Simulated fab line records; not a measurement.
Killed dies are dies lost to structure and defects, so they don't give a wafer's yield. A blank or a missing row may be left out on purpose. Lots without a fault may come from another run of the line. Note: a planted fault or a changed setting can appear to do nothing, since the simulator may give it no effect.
Which of the tools did it? | flow berkeleyCmos170 | 13 lots with 39 wafers sampled at 4 steps, on a route of 331 steps

WHAT THE GAUGES SHOWED, per wafer
UCB170_PSD_OVL_MEAS_07.
lot  | measured     | on         | PSD_OVL (nm)
L203 | day 6 09:08  | overlay-02 | 0 0 -3
L204 | day 7 02:39  | overlay-01 | 7 14 5
L205 | day 7 12:56  | overlay-02 | 182 187 189
L206 | day 7 12:49  | overlay-01 | 10 7 6
L207 | day 7 12:33  | overlay-02 | 2 3 -3
L208 | day 8 10:13  | overlay-02 | -2 -5 -3
L209 | day 8 09:40  | overlay-02 | 191 199 191
L212 | day 8 17:21  | overlay-02 | 188 184 184
L219 | day 10 11:32 | overlay-02 | -1 2 -8
L220 | day 10 12:15 | overlay-01 | -4 -1 -6
L221 | day 10 11:42 | overlay-01 | 5 -8 0
L222 | day 10 19:32 | overlay-02 | -12 -1 -5
L223 | day 11 03:46 | overlay-02 | 1 0 -4

EACH LOT AND THE TOOL THAT RAN IT (in order: tool; ch and the chambers of the sampled wafers; start)
lot  | UCB170_PWELL_ETCH_14             | UCB170_PLDD_STRIP_10                | UCB170_PSD_EXPOSE_03
L203 | rieDiel-01 ch 0,1,3, day 3 00:57 | plasmaAsher-02 ch 0,1, day 6 01:38  | krfScanner-02 ch 0, day 6 08:29
L204 | rieDiel-02 ch 0,1,2, day 3 08:44 | plasmaAsher-03 ch 0,1, day 6 17:43  | krfScanner-01 ch 0, day 7 02:00
L205 | rieDiel-02 ch 0,1, day 3 17:41   | plasmaAsher-04 ch 0,1, day 7 04:35  | krfScanner-01 ch 0, day 7 12:22
L206 | rieDiel-04 ch 2,3, day 3 17:55   | plasmaAsher-02 ch 0,1, day 7 05:14  | krfScanner-02 ch 0, day 7 12:07
L207 | rieDiel-04 ch 2,3, day 4 00:14   | plasmaAsher-03 ch 0,1, day 7 04:53  | krfScanner-01 ch 0, day 7 11:53
L208 | rieDiel-02 ch 0,1,3, day 4 06:01 | plasmaAsher-03 ch 0,1, day 8 03:30  | krfScanner-02 ch 0, day 8 09:25
L209 | rieDiel-01 ch 2,3, day 4 06:16   | plasmaAsher-02 ch 0,1, day 8 03:07  | krfScanner-01 ch 0, day 8 09:10
L212 | rieDiel-02 ch 0,1,2, day 4 21:50 | plasmaAsher-02 ch 0,1, day 8 09:05  | krfScanner-01 ch 0, day 8 16:53
L219 | rieDiel-01 ch 0,1,2, day 6 15:24 | plasmaAsher-02 ch 0,1, day 10 04:32 | krfScanner-02 ch 0, day 10 11:01
L220 | rieDiel-01 ch 0,1, day 6 20:25   | plasmaAsher-02 ch 0,1, day 10 05:01 | krfScanner-02 ch 0, day 10 11:16
L221 | rieDiel-02 ch 2,3, day 6 22:36   | plasmaAsher-03 ch 0,1, day 10 04:37 | krfScanner-02 ch 0, day 10 11:06
L222 | rieDiel-04 ch 0,2,3, day 7 06:22 | plasmaAsher-03 ch 0, day 10 11:35   | krfScanner-02 ch 0, day 10 18:50
L223 | rieDiel-04 ch 0,1,3, day 7 12:11 | plasmaAsher-03 ch 0, day 10 18:03   | krfScanner-02 ch 0, day 11 02:11
- UCB170_PWELL_ETCH_14: etches Si3N4 in CH3F/Ar/O2, stops on SiO2, target depth 242 nm, time 151 s.
- UCB170_PLDD_STRIP_10: strips in O2.
- UCB170_PSD_EXPOSE_03: exposes mask PSELECT MOD, target cd 1200 nm.

WHAT THE TOOLS THEMSELVES READ (means of the sampled wafers that have a number; where no wafer has one, the mark that the record gives instead)
UCB170_PWELL_ETCH_14.
lot  | tool       | O2_flow_sccm (sccm) | drypumpMotorCurrentA (A) | oesProductAu (a.u.) | throttleValvePct (%)
L203 | rieDiel-01 | 7.002               | 5.8                      | 0.947               | 8.13
L204 | rieDiel-02 | 6.997               | 5.0                      | 0.944               | 8.05
L205 | rieDiel-02 | 6.988               | 5.1                      | 0.950               | 8.08
L206 | rieDiel-04 | 6.993               | 5.6                      | 0.942               | 7.93
L207 | rieDiel-04 | 7.000               | 5.8                      | 0.933               | 7.96
L208 | rieDiel-02 | 6.993               | 5.3                      | 0.953               | 8.05
L209 | rieDiel-01 | 6.995               | 6.1                      | 0.960               | 8.12
L212 | rieDiel-02 | 7.011               | 5.0                      | 0.939               | 8.05
L219 | rieDiel-01 | 7.005               | 6.1                      | 0.950               | 8.16
L220 | rieDiel-01 | 6.989               | 5.7                      | 0.943               | 8.17
L221 | rieDiel-02 | 6.994               | 5.0                      | 0.944               | 8.02
L222 | rieDiel-04 | 7.032               | 5.7                      | 0.952               | 8.00
L223 | rieDiel-04 | 6.993               | 5.5                      | 0.941               | 8.01

UCB170_PLDD_STRIP_10.
lot  | tool           | drypumpMotorCurrentA (A) | o2FlowSccm (sccm) | oesProductAu (a.u.) | stripTimeToEndpointS (s)
L203 | plasmaAsher-02 | 5.0                      | 400.7             | 0.731               | 21.84
L204 | plasmaAsher-03 | 5.7                      | 399.6             | 0.736               | 21.80
L205 | plasmaAsher-04 | 5.9                      | 400.4             | 0.736               | 21.78
L206 | plasmaAsher-02 | 5.0                      | 398.6             | 0.733               | 21.73
L207 | plasmaAsher-03 | 6.0                      | 398.3             | 0.730               | 21.67
L208 | plasmaAsher-03 | 6.0                      | 398.0             | 0.734               | 21.84
L209 | plasmaAsher-02 | 5.0                      | 400.7             | 0.734               | 21.83
L212 | plasmaAsher-02 | 5.0                      | 399.5             | 0.733               | 21.78
L219 | plasmaAsher-02 | 5.0                      | 400.1             | 0.733               | 21.85
L220 | plasmaAsher-02 | 5.0                      | 399.3             | 0.732               | 21.73
L221 | plasmaAsher-03 | 5.7                      | 400.1             | 0.731               | 21.74
L222 | plasmaAsher-03 | 6.2                      | 400.2             | 0.733               | 21.85
L223 | plasmaAsher-03 | 6.2                      | 400.2             | 0.733               | 21.76

THE ANSWER, worked out from the rows above alone
Rule: the usual values come from the lots themselves. The widest of any qualifying gaps counts: lots, ordered by their means at a reading, are off when they make up no more than a third of the lots, leave a main group of 4 or more, and stand apart from it by 3 or more times the standard deviation of that group's means. The tables above print the reading to a certain number of digits; a main group whose means all agree to those digits is not used. Also off: a lot with no number at a reading for which 4 or more lots have one. Any other lot the step has rows for is counted as sound. First the gauges in route order, then the tools' own readings, where a lot's mean is used as printed above. At the first step where some lot is off, the reading lying furthest off is the one used; lots without a number count as furthest.
Off: at UCB170_PSD_OVL_MEAS_07 (PSD_OVL), L205, L209, L212. Mean -0 nm and standard deviation 4.5 in the main group.
A tool fits if, at a process step before that reading, it ran every lot that is off, and no sound lot after the first of them. Those tools and the gauges at UCB170_PSD_OVL_MEAS_07 are tried in the same way. One candidate fits, namely krfScanner-01 at UCB170_PSD_EXPOSE_03. A fault onset in the window from L207 (day 7 11:53, its last sound lot) to L205 (day 7 12:22, its first lot off) fits.

WHAT THE SIMULATOR HAD INSERTED
Scanner matching overlay: krfScanner-01, from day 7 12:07 on, at UCB170_PSD_EXPOSE_03. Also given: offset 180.
Lots struck among those shown: L205, L209, L212. The rule above reached the same finding.
